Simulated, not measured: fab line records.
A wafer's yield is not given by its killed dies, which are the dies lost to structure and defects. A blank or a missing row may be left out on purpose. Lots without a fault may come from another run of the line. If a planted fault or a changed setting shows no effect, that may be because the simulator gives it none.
One fault through the eyes of 2 desks -- flow berkeley_cmos170 -- numbers are kept per desk, each desk with only its own; the story behind them comes last

AT THE TOOL OWNER'S DESK: rie_si-02
The tool's own readings at UCB170_GATE_ETCH_15 (etches poly-Si in HBr/Cl2, stops on SiO2, time 56.3 s, target depth 278.2 nm): means of the sampled wafers that have a number, for each lot that ran on this tool. If a lot's mean is further than 4 standard deviations from the usual mean, the lot is out of limits and carries the mark OUT (the distance appears in the brackets).
Columns: A = drypump_motor_current_A at UCB170_GATE_ETCH_15, usual 5.70 A; B = oes_product_au at UCB170_GATE_ETCH_15, usual 0.824 a.u.; C = run_length_s at UCB170_GATE_ETCH_15, usual 84.6 s; D = throttle_valve_pct at UCB170_GATE_ETCH_15, usual 26.49 %
lot,first seen here,A,B,C,D
L483,day 7 23:40,5.83,0.827,84.5,26.53
L486,day 8 00:08,5.74,0.917 (+6.2) OUT,69.4 (-38) OUT,26.61
L488,day 8 18:17,5.77,0.868,77.1 (-19) OUT,26.50
This desk's finding: out of limits on L486, L488; first on L486, day 8 00:08 (oes_product_au at UCB170_GATE_ETCH_15). Within limits: L483.

THE METROLOGY DESK
What the gauges read, lot by lot, whatever tool the lot ran on: means of the sampled wafers that have a number. If a lot's mean is further than 4 standard deviations from the usual mean, the lot is out of limits and carries the mark OUT (the distance appears in the brackets).
Columns: A = GATE_POLY_THK at UCB170_GATE_THK_MEAS_05, usual 213.5 nm; B = cd_nm at UCB170_GATE_CD_MEAS_12, usual 350.3 nm; C = GATE_OVL at UCB170_GATE_OVL_MEAS_13, usual -1 nm
lot,first seen here,A,B,C
L479,day 6 18:11,208.5,351.4,3
L483,day 7 22:15,215.6,351.7,-8
L486,day 7 22:18,217.2,348.3,-6
L488,day 8 16:57,213.7,349.8,1
L491,day 9 04:07,213.4,352.7,2
L492,day 9 11:31,213.6,349.7,-6
Finding of this desk: none of the 6 lots has anything out of limits.

ALL TOGETHER
An alarm could have come from the tool owner's desk at day 8 00:08, on L486, L488.
Metrology desk: nothing out of limits seen.
The metrology desk has L486, L488 on record, within its limits.
All the named lots went through UCB170_GATE_ETCH_15 on rie_si-02.

WHAT THE SIMULATOR HAD INSERTED
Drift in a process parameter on rie_si-02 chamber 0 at UCB170_GATE_ETCH_15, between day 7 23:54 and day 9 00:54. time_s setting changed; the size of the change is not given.
Lots struck among those shown: L486, L488.
Delay in hours, fault start to first out-of-limits reading, by desk: the tool owner's desk at 0.
